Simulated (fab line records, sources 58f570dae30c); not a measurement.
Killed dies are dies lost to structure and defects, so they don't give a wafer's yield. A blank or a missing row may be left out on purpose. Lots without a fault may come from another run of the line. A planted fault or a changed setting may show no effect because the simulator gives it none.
Tool commonality check | flow berkeley_cmos170 | 14 lots, 42 wafers sampled

WHY IT WAS OPENED
At UCB170_NWELL_THK_MEAS_05 the reading NWELL_NITRIDE_THK is flagged on 2 of 14 lots. Wafers without a fault read 223.4 nm, standard deviation 2.4.
Rule: a lot is flagged when every wafer of it that has a number lies more than 4 standard deviations from that mean, or none has a number. The other lots count as sound.

lot  | measured    | on            | NWELL_NITRIDE_THK (nm), wafer by wafer | flag
L483 | day 2 14:23 | film_metro-01 | 225.4 224.2 223.9                      |
L484 | day 2 20:41 | film_metro-04 | 225.4 225.6 224.6                      |
L485 | day 2 20:42 | film_metro-01 | 222.8 224.0 221.1                      |
L486 | day 3 06:26 | film_metro-01 | 219.3 220.6 219.8                      |
L488 | day 3 10:14 | film_metro-04 | 448.0 446.9 448.2                      | FLAGGED
L489 | day 3 22:14 | film_metro-04 | 227.2 229.8 229.4                      |
L490 | day 3 22:19 | film_metro-04 | 225.1 223.8 225.9                      |
L491 | day 4 07:23 | film_metro-02 | 452.0 449.3 451.3                      | FLAGGED
L494 | day 4 22:35 | film_metro-01 | 223.9 222.0 223.1                      |
L499 | day 5 15:39 | film_metro-04 | 220.4 221.0 221.8                      |
L501 | day 6 04:12 | film_metro-01 | 222.0 221.6 221.0                      |
L503 | day 6 11:52 | film_metro-04 | 224.9 224.4 224.8                      |
L502 | day 6 11:52 | film_metro-02 | 222.1 225.1 223.6                      |
L504 | day 6 20:00 | film_metro-04 | 220.5 217.9 220.2                      |
The numbers of the flagged lots are 449.3 nm on average: +225.9 nm against the usual, or +94 standard deviations.

WHICH TOOL RAN EACH LOT
The record holds 2 process steps before the reading, out of a route of 331 steps. In each cell: the tool, then ch and the chambers that the sampled wafers went through, then the start.
lot  | flag    | UCB170_ZERO_ETCH_06               | UCB170_NWELL_CVD_04
L483 |         | rie_diel-01 ch 0,2, day 1 23:52   | lpcvd-02 ch 0, day 2 12:28
L484 |         | rie_diel-04 ch 0,1,3, day 2 06:50 | lpcvd-02 ch 0, day 2 18:46
L485 |         | rie_diel-01 ch 0,3, day 2 06:44   | lpcvd-02 ch 0, day 2 18:46
L486 |         | rie_diel-02 ch 2,3, day 2 15:45   | lpcvd-02 ch 1, day 3 04:29
L488 | FLAGGED | rie_diel-04 ch 0,1,3, day 2 20:19 | lpcvd-02 ch 0, day 3 04:29
L489 |         | rie_diel-04 ch 0,1,2, day 3 06:58 | lpcvd-01 ch 0, day 3 19:20
L490 |         | rie_diel-02 ch 0,2,3, day 3 07:28 | lpcvd-01 ch 1, day 3 19:20
L491 | FLAGGED | rie_diel-01 ch 0,2,3, day 3 13:14 | lpcvd-01 ch 0, day 4 01:17 and lpcvd-02 ch 0, day 4 04:29
L494 |         | rie_diel-02 ch 2,3, day 4 07:19   | lpcvd-01 ch 1, day 4 19:41
L499 |         | rie_diel-01 ch 1,2, day 5 05:09   | lpcvd-02 ch 1, day 5 13:43
L501 |         | rie_diel-01 ch 1,2, day 5 18:09   | lpcvd-01 ch 0, day 6 01:18
L503 |         | rie_diel-04 ch 1,2, day 5 23:09   | lpcvd-02 ch 0, day 6 09:55
L502 |         | rie_diel-02 ch 2,3, day 5 22:52   | lpcvd-02 ch 0, day 6 09:55
L504 |         | rie_diel-02 ch 0,3, day 6 08:28   | lpcvd-02 ch 1, day 6 18:04
What these steps do:
- UCB170_ZERO_ETCH_06: etches SiO2 in CHF3/CF4/Ar, time 12 s.
- UCB170_NWELL_CVD_04: deposits Si3N4 from SiH2Cl2/NH3, target thk 224 nm, time 3360 s.
- UCB170_NWELL_THK_MEAS_05

FLAGGED OVER TOTAL, TOOL BY TOOL (the gauges that took the reading come last)
step                     | tool          | lots run | flagged | share of the flagged lots | sound lots run after its first flagged lot
UCB170_ZERO_ETCH_06      | rie_diel-01   | 5        | 1       | some                      | 2 (L499,L501)
UCB170_ZERO_ETCH_06      | rie_diel-02   | 5        | 0       | none                      | -
UCB170_ZERO_ETCH_06      | rie_diel-04   | 4        | 1       | some                      | 2 (L489,L503)
UCB170_NWELL_CVD_04      | lpcvd-01      | 5        | 1       | some                      | 2 (L494,L501)
UCB170_NWELL_CVD_04      | lpcvd-02      | 10       | 2       | all                       | 4 (L499,L502,L503,L504)
UCB170_NWELL_THK_MEAS_05 | film_metro-01 | 5        | 0       | none                      | -
UCB170_NWELL_THK_MEAS_05 | film_metro-02 | 2        | 1       | some                      | 1 (L502)
UCB170_NWELL_THK_MEAS_05 | film_metro-04 | 7        | 1       | some                      | 5 (L489,L490,L499,L503,L504)

WHAT THE TABLE ALLOWS
1 row of the table ran every flagged lot: lpcvd-02 at UCB170_NWELL_CVD_04.
- lpcvd-02 at UCB170_NWELL_CVD_04: 2 of its 10 lots flagged. Sound lots ran on it after the first flagged one (L499, L502, L503, L504), which a lasting fault on the whole tool wouldn't allow.
No row of the table ran every flagged lot and no sound lot after the first.

WHAT THE SIMULATOR HAD PUT IN
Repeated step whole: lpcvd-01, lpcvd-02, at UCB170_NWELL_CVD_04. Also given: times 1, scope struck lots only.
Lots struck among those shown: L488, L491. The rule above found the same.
